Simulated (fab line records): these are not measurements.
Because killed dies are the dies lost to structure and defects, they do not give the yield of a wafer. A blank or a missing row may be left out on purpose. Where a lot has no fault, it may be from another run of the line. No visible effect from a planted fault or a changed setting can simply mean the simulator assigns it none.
Matching of chambers	flow berkeley cmos170	UCB170_V1_CMP_02 on cmp-02 has 4 sister chambers
The step polishes SiO2. 8 wafers are shown with their chamber, then 8 later ones without.

WAFERS PAIRED WITH THEIR CHAMBERS
wafer	chamber	motor current A (A)
L120.2	2	15.0
L120.3	1	18.2
L123.4	2	16.0
L123.6	3	16.7
L127.1	1	18.7
L127.2	0	11.8
L127.3	3	16.1
L128.1	0	11.0

WAFERS WHOSE CHAMBER IS MISSING
wafer	motor current A (A)
L128.4	16.0
L128.6	18.3
L130.1	11.6
L130.3	16.1
L130.5	14.7
L135.1	12.2
L135.3	16.2
L135.5	15.9

WHICH CHAMBER EACH WENT THROUGH
wafer	from the rows above	in truth
L128.4	can't be placed: 3 or 2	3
L128.6	1	1
L130.1	0	0
L130.3	can't be placed: 3 or 2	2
L130.5	can't be placed: 2 or 3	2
L135.1	0	0
L135.3	can't be placed: 3 or 2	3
L135.5	can't be placed: 2 or 3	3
3 of 8 placed correctly. Can't be placed from these rows: 5 (the true chamber is among the candidates in 5). Wrongly placed: 0.
How it was worked out, from the rows above alone: a wafer's distance from a chamber is the root of the sum, over the readings, of the square of ((its reading less the chamber's mean) divided by the reading's scatter). The wafer belongs to the nearest chamber; if the next one is less than 2 further off, it can't be placed. The mean given for a chamber averages the wafers shown for that chamber. The scatter: the root of (the sum of the squares of (reading less its chamber's mean) over the shown wafers, divided by (wafers less chambers)).
